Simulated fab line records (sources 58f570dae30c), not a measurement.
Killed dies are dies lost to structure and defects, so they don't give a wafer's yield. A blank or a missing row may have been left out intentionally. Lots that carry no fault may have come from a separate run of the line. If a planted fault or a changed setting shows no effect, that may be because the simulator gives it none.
Matching of chambers / flow berkeleyCmos170 / rieDiel-03 running UCB170_ZERO_ETCH_06: 4 sister chambers
The step etches SiO2 in CHF3/CF4/Ar, time 12 s. 14 wafers are shown with their chamber, then 7 later ones without.

WAFERS WITH THEIR CHAMBER
wafer=L394.2; chamber=0; drypumpMotorCurrentA (A)=6.0; throttleValvePct (%)=9.13; oesProductAu (a.u.)=0.631
wafer=L394.5; chamber=2; drypumpMotorCurrentA (A)=5.9; throttleValvePct (%)=9.28; oesProductAu (a.u.)=0.635
wafer=L394.6; chamber=3; drypumpMotorCurrentA (A)=4.8; throttleValvePct (%)=9.45; oesProductAu (a.u.)=0.625
wafer=L398.1; chamber=2; drypumpMotorCurrentA (A)=5.8; throttleValvePct (%)=9.28; oesProductAu (a.u.)=0.635
wafer=L398.4; chamber=3; drypumpMotorCurrentA (A)=4.9; throttleValvePct (%)=9.45; oesProductAu (a.u.)=0.620
wafer=L398.5; chamber=1; drypumpMotorCurrentA (A)=6.5; throttleValvePct (%)=9.28; oesProductAu (a.u.)=0.621
wafer=L400.1; chamber=0; drypumpMotorCurrentA (A)=6.0; throttleValvePct (%)=9.13; oesProductAu (a.u.)=0.628
wafer=L400.3; chamber=1; drypumpMotorCurrentA (A)=6.5; throttleValvePct (%)=9.27; oesProductAu (a.u.)=0.611
wafer=L400.4; chamber=3; drypumpMotorCurrentA (A)=4.8; throttleValvePct (%)=9.45; oesProductAu (a.u.)=0.632
wafer=L408.1; chamber=1; drypumpMotorCurrentA (A)=6.5; throttleValvePct (%)=9.28; oesProductAu (a.u.)=0.609
wafer=L408.2; chamber=3; drypumpMotorCurrentA (A)=4.9; throttleValvePct (%)=9.44; oesProductAu (a.u.)=0.619
wafer=L408.4; chamber=0; drypumpMotorCurrentA (A)=6.0; throttleValvePct (%)=9.14; oesProductAu (a.u.)=0.625
wafer=L409.1; chamber=1; drypumpMotorCurrentA (A)=6.5; throttleValvePct (%)=9.28; oesProductAu (a.u.)=0.615
wafer=L409.5; chamber=2; drypumpMotorCurrentA (A)=5.9; throttleValvePct (%)=9.29; oesProductAu (a.u.)=0.646

SIGNATURES (means of the wafers above)
reading=drypumpMotorCurrentA; chamber 0=6.000; chamber 1=6.500; chamber 2=5.867; chamber 3=4.850; scatter within a chamber=0.0408
reading=throttleValvePct; chamber 0=9.1333; chamber 1=9.2775; chamber 2=9.2833; chamber 3=9.4475; scatter within a chamber=0.00532
reading=oesProductAu; chamber 0=0.62800; chamber 1=0.61400; chamber 2=0.63867; chamber 3=0.62400; scatter within a chamber=0.00537
Rule: for each reading, subtract the chamber's mean from the wafer's reading, divide by that reading's scatter and square the result; add these up over the readings and take the root, which gives the wafer's distance from the chamber. The wafer belongs to the nearest chamber; if the next one is less than 2 further off, it can't be placed. The scatter: take each reading less its chamber's mean, square it, sum over the shown wafers, divide by the number of wafers less the number of chambers, and take the root.

WAFERS WITH NO CHAMBER GIVEN
wafer=L409.6; drypumpMotorCurrentA (A)=6.5; throttleValvePct (%)=9.28; oesProductAu (a.u.)=0.609
wafer=L413.3; drypumpMotorCurrentA (A)=5.8; throttleValvePct (%)=9.25; oesProductAu (a.u.)=0.630
wafer=L413.4; drypumpMotorCurrentA (A)=6.0; throttleValvePct (%)=9.13; oesProductAu (a.u.)=0.625
wafer=L413.5; drypumpMotorCurrentA (A)=6.5; throttleValvePct (%)=9.24; oesProductAu (a.u.)=0.610
wafer=L414.2; drypumpMotorCurrentA (A)=6.0; throttleValvePct (%)=9.14; oesProductAu (a.u.)=0.633
wafer=L414.3; drypumpMotorCurrentA (A)=6.5; throttleValvePct (%)=9.27; oesProductAu (a.u.)=0.606
wafer=L414.5; drypumpMotorCurrentA (A)=5.8; throttleValvePct (%)=9.27; oesProductAu (a.u.)=0.636

THE CHAMBER EACH PASSED THROUGH
wafer=L409.6; from the rows above=1; in truth=1
wafer=L413.3; from the rows above=2; in truth=2
wafer=L413.4; from the rows above=0; in truth=0
wafer=L413.5; from the rows above=1; in truth=1
wafer=L414.2; from the rows above=0; in truth=0
wafer=L414.3; from the rows above=1; in truth=1
wafer=L414.5; from the rows above=2; in truth=2
Correctly placed: 7 of 7. Not placeable from these rows: 0. Number placed wrongly: 0.
